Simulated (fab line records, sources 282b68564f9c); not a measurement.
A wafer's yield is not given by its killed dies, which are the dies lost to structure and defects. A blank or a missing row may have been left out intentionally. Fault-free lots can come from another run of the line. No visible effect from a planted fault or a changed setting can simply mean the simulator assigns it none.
fab line records	flow ritCmos	part 1 of 2: steps 1 to 33 of 45
[record] lots = 5	wafers = 15	lastDay = 7
route steps=202 shown GATE@89 REOX@98 NLDD@103 PLDD@114 SPACER@125 NSD@131
lots that met no fault: from a run of the same line without faults
startH: the number of hours between the record's first day and the start of the first shown wafer of the lot	waitH: how many hours have passed since the lot's step before this one	" the same as in the row above	L1.1+2: a single row standing in for several wafers	- value missing, or start not given	* or withheld: withheld	< > ~ a bound
route shown NAME@n: a module of which the file shows steps, and the number in the route of the first	usual: mean/standard deviation taken from wafers without a fault	same: alike in all rows	chamber/n: place in a boat	sites: each site's reading	_std_site: standard deviation of those values	_edge_site: mean of outer sites minus mean of inner sites	radiusMm: how far each site lies from the wafer's centre	mask NAME#n: copy n	behind: tool/chamber where the wafer was last shaped	hold: the reason the lot was held/the length of the hold in hours/how it ended	device: the transistor (n, p or np) that didn't switch	end of line: the route-end tests of the same wafers	a step with no rows: only its recipe	killed: not the wafer's yield, but the dies lost to structure and defects at the first sort	map: the dies of a wafer, with x for killed, . for not killed, _ for no die there
set.NAME: the run value of the setting; set.NAME@STEP: its run value at that earlier step	model.NAME: the simulator's own value behind a step, which no gauge read
lots at selected steps of the route; one table per step, one row per wafer
services: when a tool's chamber went out of use (startH, in hours from the record's first day, below 0 if earlier), for how many hours, and the reason
[[steps]]
[step RIT_GATE_EXPOSE_13]
[recipe] maskId = M6	na = 0.6	sourceShape = conventional	sigmaOuter = 0.6	targetCdNm = 150	doseMj = 380
[usual] exposureDoseMJCm2 = 379.9/0.34
lot.wafer	tool	chamber	startH	waitH	mask	exposureDoseMJCm2
L079.1	ilineStepper-01	0	62.03	0.1	M6#0	379.9
L079.2	"	0	"	"	M6#0	379.8
L079.3	"	0	"	"	M6#0	379.8
L082.2	ilineStepper-02	0	77.42	0.2	M6#0	379.3
L082.3	"	0	"	"	M6#0	379.6
L082.6	"	0	"	"	M6#0	380.0
L085.2	ilineStepper-01	0	90.92	0.1	M6#0	380.2
L085.3	"	0	"	"	M6#0	380.1
L085.4	"	0	"	"	M6#0	379.6
L090.1	ilineStepper-01	0	116.20	0.2	M6#0	379.8
L090.3	"	0	"	"	M6#0	380.2
L090.4	"	0	"	"	M6#0	380.0
L095.2	ilineStepper-02	0	141.50	0.1	M6#0	379.9
L095.3	"	0	"	"	M6#0	379.6
L095.5	"	0	"	"	M6#0	379.7
[step RIT_GATE_PEB_14]
[recipe] resist = NOVOLAK	tempC = withheld	timeS = withheld
lot.wafer	tool	chamber	startH	waitH
L079.1+2+3	lithoTrack-03	0	62.15	0.1
L082.2+3+6	lithoTrack-03	0	77.54	0.1
L085.2+3+4	lithoTrack-02	0	91.04	0.1
L090.1+3+4	lithoTrack-03	0	116.31	0.1
L095.2+3+5	lithoTrack-03	0	141.62	0.1
[step RIT_GATE_DEVELOP_15]
[recipe] resist = NOVOLAK	developTimeS = 50	devTempC = 23
lot.wafer	tool	chamber	startH	waitH
L079.1+2+3	lithoTrack-03	0	-	-
L082.2+3+6	lithoTrack-03	0	-	-
L085.2+3+4	lithoTrack-02	0	-	-
L090.1+3+4	lithoTrack-03	0	-	-
L095.2+3+5	lithoTrack-03	0	-	-
[step RIT_GATE_CD_MEAS_16]
[recipe] targetCdNm = 150
[usual] cdNm = 149.6/2.5
lot.wafer	tool	chamber	startH	waitH	cdNm
L079.1	cdSem-02	-	62.43	-	149.4
L079.2	"	-	"	"	148.4
L079.3	"	-	"	"	150.9
L082.2	cdSem-02	-	77.82	-	149.1
L082.3	"	-	"	"	149.9
L082.6	"	-	"	"	149.0
L085.2	cdSem-01	-	91.32	-	150.5
L085.3	"	-	"	"	149.3
L085.4	"	-	"	"	149.2
L090.1	cdSem-02	-	116.60	-	146.8
L090.3	"	-	"	"	148.8
L090.4	"	-	"	"	149.6
L095.2	cdSem-02	-	141.90	-	154.2
L095.3	"	-	"	"	154.1
L095.5	"	-	"	"	153.1
[step RIT_GATE_OVL_MEAS_17]
[usual] GATE_OVL = 0.2/1.2
lot.wafer	tool	chamber	startH	waitH	GATE_OVL[nm]
L079.1	overlay-01	-	62.55	0.1	-0.2
L079.2	"	-	"	"	-0.9
L079.3	"	-	"	"	-0.1
L082.2	overlay-01	-	77.92	0.1	0.8
L082.3	"	-	"	"	0.4
L082.6	"	-	"	"	1.5
L085.2	overlay-01	-	91.42	0.1	0.1
L085.3	"	-	"	"	-0.6
L085.4	"	-	"	"	-1.0
L090.1	overlay-02	-	116.72	0.1	2.0
L090.3	"	-	"	"	0.3
L090.4	"	-	"	"	-0.3
L095.2	overlay-02	-	142.01	0.1	-1.6
L095.3	"	-	"	"	0.0
L095.5	"	-	"	"	-1.4
[step RIT_GATE_HARDBAKE_18]
[recipe] resist = NOVOLAK	tempC = 140	timeS = 60
lot.wafer	tool	chamber	startH	waitH
L079.1+2+3	lithoTrack-04	0	62.59	0.0
L082.2+3+6	lithoTrack-03	0	77.98	0.0
L085.2+3+4	lithoTrack-03	0	91.55	0.1
L090.1+3+4	lithoTrack-03	0	116.75	0.0
L095.2+3+5	lithoTrack-04	0	142.06	0.0
[step RIT_GATE_ETCH_19]
[recipe] chemistry = SF6/CHF3/O2	timeS = 165	SF6_flow_sccm = 30	CHF3_flow_sccm = 30	O2_flow_sccm = 5	target = poly-Si	pressureMtorr = 40	rfW = 160	targetDepthA = 3125	overEtchFrac = 0.25	stopOn = SiO2
[usual] drypumpMotorCurrentA = 5.9/0.37	oesProductAu = 0.858/0.0097	rfFwdPowerW = 159.5/0.51	throttleValvePct = 10.25/0.15
lot.wafer	tool	chamber	startH	waitH	drypumpMotorCurrentA	oesProductAu	rfFwdPowerW	rfHoursCounterH	throttleValvePct
L079.1	rieSi-01	3	62.74	0.1	6.0	0.851	159.3	91	10.21
L079.2	"	1	"	"	5.1	0.870	160.0	2	10.25
L079.3	"	2	"	"	6.0	0.877	159.3	124	10.00
L082.2	rieSi-02	2	78.10	0.1	6.3	0.866	159.4	1	10.17
L082.3	"	0	"	"	5.3	0.855	158.7	4	10.31
L082.6	"	0	"	"	5.3	0.856	159.0	-	10.32
L085.2	rieSi-01	0	91.67	0.1	6.1	0.855	159.5	117	10.45
L085.3	"	3	"	"	6.0	0.853	159.9	91	10.21
L085.4	"	2	"	"	6.0	0.866	158.6	125	10.00
L090.1	rieSi-02	2	116.90	0.1	6.2	0.863	159.1	1	10.14
L090.3	"	0	"	"	5.3	0.852	158.5	5	10.32
L090.4	"	1	"	"	6.2	0.862	159.9	94	10.20
L095.2	rieSi-01	3	142.19	0.1	6.0	0.844	159.5	91	10.21
L095.3	"	2	"	"	6.0	0.878	160.2	125	10.00
L095.5	"	3	"	"	6.0	0.855	160.5	-	10.20
[step RIT_GATE_STRIP_20]
[recipe] chemistry = O2	timeS = 180	resist = NOVOLAK	platenTempC = withheld	powerW = 500	pressureMtorr = 4000	o2FlowSccm = 4000
[usual] drypumpMotorCurrentA = 5.5/0.37
lot.wafer	tool	chamber	startH	waitH	drypumpMotorCurrentA	rfHoursCounterH
L079.1	plasmaAsher-03	1	62.84	0.1	5.4	44
L079.2	"	0	"	"	5.8	44
L079.3	"	0	"	"	5.9	-
L082.2	plasmaAsher-03	0	78.21	0.1	5.8	46
L082.3	"	0	"	"	5.8	-
L082.6	"	1	"	"	5.4	-
L085.2	plasmaAsher-03	0	91.78	0.1	5.8	48
L085.3	"	1	"	"	5.4	-
L085.4	"	0	"	"	5.8	-
L090.1	plasmaAsher-03	0	117.01	0.1	5.8	50
L090.3	"	0	"	"	5.8	-
L090.4	"	1	"	"	5.4	-
L095.2	plasmaAsher-01	1	142.30	0.1	6.2	48
L095.3	"	1	"	"	6.2	-
L095.5	"	1	"	"	6.2	-
[step RIT_GATE_CD_MEAS_90]
[recipe] targetCdNm = 150
[usual] cdNm = 149.6/2.5
lot.wafer	tool	chamber	startH	waitH	cdNm
L079.1	cdSem-02	-	63.02	0.1	149.3
L079.2	"	-	"	"	148.3
L079.3	"	-	"	"	150.8
L082.2	cdSem-01	-	78.41	0.1	149.2
L082.3	"	-	"	"	150.0
L082.6	"	-	"	"	148.9
L085.2	cdSem-02	-	91.97	0.1	150.3
L085.3	"	-	"	"	149.3
L085.4	"	-	"	"	149.2
L090.1	cdSem-02	-	117.19	0.1	146.5
L090.3	"	-	"	"	148.9
L090.4	"	-	"	"	150.0
L095.2	cdSem-02	-	142.49	0.1	153.9
L095.3	"	-	"	"	153.8
L095.5	"	-	"	"	152.9
[step RIT_REOX_CLEAN_00]
[recipe] chemistry = SC1	mix = 3:3:50	timeS = 600	tempC = 75
lot.wafer	tool	chamber	startH	waitH
L079.1+2+3	wetBench-04	2	63.14	0.1
L082.2+3+6	wetBench-01	3	78.51	0.1
L085.2+3+4	wetBench-04	1	92.07	0.1
L090.1+3+4	wetBench-01	2	117.31	0.1
L095.2+3+5	wetBench-03	2	142.59	0.1
[step RIT_REOX_CLEAN_01]
[recipe] chemistry = dHF	dilution = 50:1	timeS = 30
lot.wafer	tool	chamber	startH	waitH
L079.1+2+3	wetBench-01	3	63.31	0.0
L082.2+3+6	wetBench-03	2	78.70	0.0
L085.2+3+4	wetBench-03	2	92.25	0.0
L090.1+3+4	wetBench-04	1	117.48	0.0
L095.2+3+5	wetBench-04	2	142.77	0.0
[step RIT_REOX_CLEAN_02]
[recipe] chemistry = SC2	mix = 3:3:50	timeS = 588.2	tempC = 75	dry = n2Spin
lot.wafer	tool	chamber	startH	waitH
L079.1+2+3	wetBench-03	2	63.33	0.0
L082.2+3+6	wetBench-01	2	78.72	0.0
L085.2+3+4	wetBench-01	3	92.27	0.0
L090.1+3+4	wetBench-03	0	117.50	0.0
L095.2+3+5	wetBench-03	1	142.78	0.0
[step RIT_REOX_OXIDATION_03]
[recipe] tempC = 900	ambient = O2	targetThkA = 252	oxTimeS = 5580
[usual] oxTempC = 899.9/0.39	zonePowerLoadPct = 25.2/2.4
lot.wafer	tool	chamber	startH	waitH	oxTempC	zonePowerLoadPct
L079.1	furnace-01	0	63.52	0.0	899.9	29.4
L079.2	"	0	"	"	899.7	29.2
L079.3	"	0	"	"	899.3	29.2
L082.2	furnace-04	0	78.91	0.0	900.2	22.6
L082.3	"	0	"	"	901.0	22.7
L082.6	"	0	"	"	899.8	22.7
L085.2	furnace-04	0	92.44	0.0	899.8	23.3
L085.3	"	0	"	"	899.9	22.9
L085.4	"	0	"	"	899.9	23.0
L090.1	furnace-03	0	117.79	0.1	899.8	25.1
L090.3	"	0	"	"	899.6	25.3
L090.4	"	0	"	"	899.4	25.4
L095.2	furnace-04	0	142.96	0.0	899.9	23.0
L095.3	"	0	"	"	900.4	22.9
L095.5	"	0	"	"	900.2	22.8
[step RIT_REOX_THK_MEAS_04]
[recipe] reads = SiO2_of_REOX_OXIDATION_03
[usual] REOX_OXIDE_THK = 25.2/0.58
lot.wafer	tool	chamber	startH	waitH	REOX_OXIDE_THK[nm]
L079.1	filmMetro-04	-	66.07	0.0	25.7
L079.2	"	-	"	"	25.7
L079.3	"	-	"	"	26.0
L082.2	filmMetro-01	-	81.47	0.0	25.7
L082.3	"	-	"	"	25.7
L082.6	"	-	"	"	25.4
L085.2	filmMetro-04	-	95.00	0.0	25.2
L085.3	"	-	"	"	25.0
L085.4	"	-	"	"	24.9
L090.1	filmMetro-01	-	120.34	0.0	25.5
L090.3	"	-	"	"	25.5
L090.4	"	-	"	"	25.5
L095.2	filmMetro-02	-	145.52	0.0	23.9
L095.3	"	-	"	"	24.2
L095.5	"	-	"	"	24.4
[step RIT_NLDD_HMDS_00]
[recipe] primeTimeS = 60	primeTempC = 140
lot.wafer	tool	chamber	startH	waitH
L079.1+2+3	lithoTrack-01	0	66.13	0.1
L082.2+3+6	lithoTrack-02	0	81.54	0.1
L085.2+3+4	lithoTrack-01	0	95.08	0.1
L090.1+3+4	lithoTrack-02	0	120.40	0.1
L095.2+3+5	lithoTrack-01	0	145.59	0.1
[step RIT_NLDD_COAT_01]
[recipe] resist = NOVOLAK	spinRpm = 3250	resistThkNm = 1000
lot.wafer	tool	chamber	startH	waitH
L079.1+2+3	lithoTrack-01	0	66.28	0.1
L082.2+3+6	lithoTrack-02	0	81.69	0.1
L085.2+3+4	lithoTrack-01	0	95.23	0.1
L090.1+3+4	lithoTrack-02	0	120.55	0.1
L095.2+3+5	lithoTrack-01	0	145.74	0.1
[step RIT_NLDD_SOFTBAKE_02]
[recipe] resist = NOVOLAK	tempC = 90	timeS = 60
lot.wafer	tool	chamber	startH	waitH
L079.1+2+3	lithoTrack-01	0	66.43	0.1
L082.2+3+6	lithoTrack-02	0	81.84	0.1
L085.2+3+4	lithoTrack-01	0	95.38	0.1
L090.1+3+4	lithoTrack-02	0	120.70	0.1
L095.2+3+5	lithoTrack-01	0	145.89	0.1
[step RIT_NLDD_EXPOSE_03]
[recipe] maskId = M7	na = 0.57	targetCdNm = 40700	doseMj = 250
[usual] exposureDoseMJCm2 = 249.99/0.27
lot.wafer	tool	chamber	startH	waitH	mask	exposureDoseMJCm2
L079.1	ilineStepper-01	0	66.71	0.2	M7#0	249.72
L079.2	"	0	"	"	M7#0	249.64
L079.3	"	0	"	"	M7#0	249.84
L082.2	ilineStepper-02	0	81.99	0.1	M7#0	249.97
L082.3	"	0	"	"	M7#0	250.04
L082.6	"	0	"	"	M7#0	249.83
L085.2	ilineStepper-02	0	95.65	0.2	M7#0	249.55
L085.3	"	0	"	"	M7#0	250.00
L085.4	"	0	"	"	M7#0	249.76
L090.1	ilineStepper-02	0	120.97	0.2	M7#0	250.10
L090.3	"	0	"	"	M7#0	250.04
L090.4	"	0	"	"	M7#0	249.84
L095.2	ilineStepper-01	0	146.16	0.2	M7#0	249.59
L095.3	"	0	"	"	M7#0	249.68
L095.5	"	0	"	"	M7#0	249.55
[step RIT_NLDD_PEB_04]
[recipe] resist = NOVOLAK	tempC = withheld	timeS = withheld
lot.wafer	tool	chamber	startH	waitH
L079.1+2+3	lithoTrack-03	0	66.89	0.2
L082.2+3+6	lithoTrack-02	0	82.11	0.1
L085.2+3+4	lithoTrack-01	0	95.77	0.1
L090.1+3+4	lithoTrack-02	0	121.09	0.1
L095.2+3+5	lithoTrack-01	0	146.28	0.1
[step RIT_NLDD_DEVELOP_05]
[recipe] resist = NOVOLAK	developTimeS = 50	devTempC = 23
lot.wafer	tool	chamber	startH	waitH
L079.1+2+3	lithoTrack-03	0	-	-
L082.2+3+6	lithoTrack-02	0	-	-
L085.2+3+4	lithoTrack-01	0	-	-
L090.1+3+4	lithoTrack-02	0	-	-
L095.2+3+5	lithoTrack-01	0	-	-
[step RIT_NLDD_OVL_MEAS_06]
[usual] NLDD_OVL = 0.0/1.3
lot.wafer	tool	chamber	startH	waitH	NLDD_OVL[nm]
L079.1	overlay-02	-	67.17	-	0.9
L079.2	"	-	"	"	-0.9
L079.3	"	-	"	"	-1.4
L082.2	overlay-01	-	82.37	-	2.4
L082.3	"	-	"	"	2.8
L082.6	"	-	"	"	2.7
L085.2	overlay-02	-	96.03	-	-1.8
L085.3	"	-	"	"	-0.6
L085.4	"	-	"	"	1.4
L090.1	overlay-01	-	121.37	-	1.4
L090.3	"	-	"	"	3.2
L090.4	"	-	"	"	1.0
L095.2	overlay-01	-	146.55	-	0.2
L095.3	"	-	"	"	1.2
L095.5	"	-	"	"	0.2
[step RIT_NLDD_HARDBAKE_07]
[recipe] resist = NOVOLAK	tempC = 140	timeS = 60
lot.wafer	tool	chamber	startH	waitH
L079.1+2+3	lithoTrack-01	0	67.23	0.1
L082.2+3+6	lithoTrack-02	0	82.43	0.0
L085.2+3+4	lithoTrack-03	0	96.09	0.0
L090.1+3+4	lithoTrack-03	0	121.41	0.0
L095.2+3+5	lithoTrack-01	0	146.60	0.0
[step RIT_NLDD_IMPLANT_08]
[recipe] species = P	energyKev = 20	doseCm2 = 5e+14	tiltDeg = 7
[usual] beamEnergyKeV = 19.999/0.0058	endStationPressureTorr = 6.3e-06/3.1e-07
lot.wafer	tool	chamber	startH	waitH	beamEnergyKeV	endStationPressureTorr
L079.1	implanter-01	0	67.38	0.1	20.001	6.3e-06
L079.2	"	0	"	"	19.998	6.6e-06
L079.3	"	0	"	"	19.994	6.6e-06
L082.2	implanter-03	0	82.58	0.1	19.998	6.2e-06
L082.3	"	0	"	"	19.999	6.4e-06
L082.6	"	0	"	"	19.991	6.1e-06
L085.2	implanter-02	0	96.24	0.1	20.002	6.8e-06
L085.3	"	0	"	"	20.000	6.4e-06
L085.4	"	0	"	"	20.005	6.4e-06
L090.1	implanter-03	0	121.56	0.1	20.000	6.1e-06
L090.3	"	0	"	"	20.005	6.3e-06
L090.4	"	0	"	"	19.998	6.3e-06
L095.2	implanter-02	0	146.75	0.1	19.996	6.4e-06
L095.3	"	0	"	"	19.999	5.7e-06
L095.5	"	0	"	"	19.996	6.2e-06
[step RIT_NLDD_STRIP_09]
[recipe] chemistry = O2	timeS = 180	resist = NOVOLAK	platenTempC = withheld	powerW = 500	pressureMtorr = 4000	o2FlowSccm = 4000
[usual] drypumpMotorCurrentA = 5.6/0.32
lot.wafer	tool	chamber	startH	waitH	drypumpMotorCurrentA	rfHoursCounterH
L079.1	plasmaAsher-01	1	67.53	0.1	6.2	41
L079.2	"	0	"	"	5.4	41
L079.3	"	0	"	"	5.4	-
L082.2	plasmaAsher-01	1	82.70	0.1	6.2	43
L082.3	"	1	"	"	6.2	-
L082.6	"	1	"	"	6.2	-
L085.2	plasmaAsher-02	1	96.36	0.1	5.7	45
L085.3	"	0	"	"	5.3	-
L085.4	"	1	"	"	5.7	-
L090.1	plasmaAsher-02	1	121.71	0.1	5.7	0
L090.3	"	0	"	"	5.3	-
L090.4	"	1	"	"	5.6	-
L095.2	plasmaAsher-03	0	146.88	0.1	5.8	54
L095.3	"	0	"	"	5.8	-
L095.5	"	1	"	"	5.4	-
[step RIT_NLDD_TW_MEAS_10]
[usual] NLDD_TW = 2492/35
lot.wafer	tool	chamber	startH	waitH	NLDD_TW
L079.1	filmMetro-04	-	67.71	0.1	2448
L079.2	"	-	"	"	2446
L079.3	"	-	"	"	2468
L082.2	filmMetro-02	-	82.89	0.1	2544
L082.3	"	-	"	"	2537
L082.6	"	-	"	"	2558
L085.2	filmMetro-02	-	96.55	0.1	2530
L085.3	"	-	"	"	2529
L085.4	"	-	"	"	2526
L090.1	filmMetro-04	-	121.88	0.1	2454
L090.3	"	-	"	"	2466
L090.4	"	-	"	"	2449
L095.2	filmMetro-04	-	147.06	0.1	2469
L095.3	"	-	"	"	2461
L095.5	"	-	"	"	2450
[step RIT_PLDD_HMDS_00]
[recipe] primeTimeS = 60	primeTempC = 140
lot.wafer	tool	chamber	startH	waitH
L079.1+2+3	lithoTrack-04	0	67.77	0.1
L082.2+3+6	lithoTrack-01	0	82.96	0.1
L085.2+3+4	lithoTrack-04	0	96.62	0.1
L090.1+3+4	lithoTrack-02	0	122.03	0.1
L095.2+3+5	lithoTrack-02	0	147.21	0.1
[step RIT_PLDD_COAT_01]
[recipe] resist = NOVOLAK	spinRpm = 3250	resistThkNm = 1000
lot.wafer	tool	chamber	startH	waitH
L079.1+2+3	lithoTrack-04	0	67.92	0.1
L082.2+3+6	lithoTrack-01	0	83.11	0.1
L085.2+3+4	lithoTrack-04	0	96.77	0.1
L090.1+3+4	lithoTrack-02	0	122.18	0.1
L095.2+3+5	lithoTrack-02	0	147.36	0.1
[step RIT_PLDD_SOFTBAKE_02]
[recipe] resist = NOVOLAK	tempC = 90	timeS = 60
lot.wafer	tool	chamber	startH	waitH
L079.1+2+3	lithoTrack-04	0	68.07	0.1
L082.2+3+6	lithoTrack-01	0	83.26	0.1
L085.2+3+4	lithoTrack-04	0	96.92	0.1
L090.1+3+4	lithoTrack-02	0	122.33	0.1
L095.2+3+5	lithoTrack-02	0	147.51	0.1
[step RIT_PLDD_EXPOSE_03]
[recipe] maskId = M8	na = 0.57	targetCdNm = 40900	doseMj = 250
[usual] exposureDoseMJCm2 = 249.99/0.26
lot.wafer	tool	chamber	startH	waitH	mask	exposureDoseMJCm2
L079.1	ilineStepper-01	0	68.34	0.2	M8#0	249.92
L079.2	"	0	"	"	M8#0	249.93
L079.3	"	0	"	"	M8#0	249.88
L082.2	ilineStepper-02	0	83.41	0.1	M8#0	249.82
L082.3	"	0	"	"	M8#0	249.82
L082.6	"	0	"	"	M8#0	249.85
L085.2	ilineStepper-02	0	97.19	0.2	M8#0	250.00
L085.3	"	0	"	"	M8#0	250.19
L085.4	"	0	"	"	M8#0	249.95
L090.1	ilineStepper-02	0	122.61	0.2	M8#0	249.88
L090.3	"	0	"	"	M8#0	250.05
L090.4	"	0	"	"	M8#0	249.75
L095.2	ilineStepper-02	0	147.65	0.1	M8#0	249.57
L095.3	"	0	"	"	M8#0	249.39
L095.5	"	0	"	"	M8#0	249.85
[step RIT_PLDD_PEB_04]
[recipe] resist = NOVOLAK	tempC = withheld	timeS = withheld
lot.wafer	tool	chamber	startH	waitH
L079.1+2+3	lithoTrack-02	0	68.46	0.1
L082.2+3+6	lithoTrack-04	0	83.53	0.1
L085.2+3+4	lithoTrack-04	0	97.32	0.1
L090.1+3+4	lithoTrack-02	0	122.73	0.1
L095.2+3+5	lithoTrack-01	0	147.77	0.1
[step RIT_PLDD_DEVELOP_05]
[recipe] resist = NOVOLAK	developTimeS = 50	devTempC = 24.03
lot.wafer	tool	chamber	startH	waitH
L079.1+2+3	lithoTrack-02	0	-	-
L082.2+3+6	lithoTrack-04	0	-	-
L085.2+3+4	lithoTrack-04	0	-	-
L090.1+3+4	lithoTrack-02	0	-	-
L095.2+3+5	lithoTrack-01	0	-	-
[step RIT_PLDD_OVL_MEAS_06]
[usual] PLDD_OVL = -1.4/1.3
lot.wafer	tool	chamber	startH	waitH	PLDD_OVL[nm]
L079.1	overlay-02	-	68.74	-	-1.3
L079.2	"	-	"	"	-0.6
L079.3	"	-	"	"	-1.6
L082.2	overlay-02	-	83.79	-	-0.6
L082.3	"	-	"	"	1.1
L082.6	"	-	"	"	-1.8
L085.2	overlay-01	-	97.58	-	-1.5
L085.3	"	-	"	"	-3.3
L085.4	"	-	"	"	-1.5
L090.1	overlay-01	-	123.01	-	-0.2
L090.3	"	-	"	"	-1.6
L090.4	"	-	"	"	-0.9
L095.2	overlay-02	-	148.04	-	-0.5
L095.3	"	-	"	"	-0.5
L095.5	"	-	"	"	-1.4
[step RIT_PLDD_HARDBAKE_07]
[recipe] resist = NOVOLAK	tempC = 140	timeS = 60
lot.wafer	tool	chamber	startH	waitH
L079.1+2+3	lithoTrack-04	0	68.78	0.0
L082.2+3+6	lithoTrack-01	0	83.85	0.0
L085.2+3+4	lithoTrack-01	0	97.63	0.0
L090.1+3+4	lithoTrack-04	0	123.04	0.0
L095.2+3+5	lithoTrack-01	0	148.09	0.0
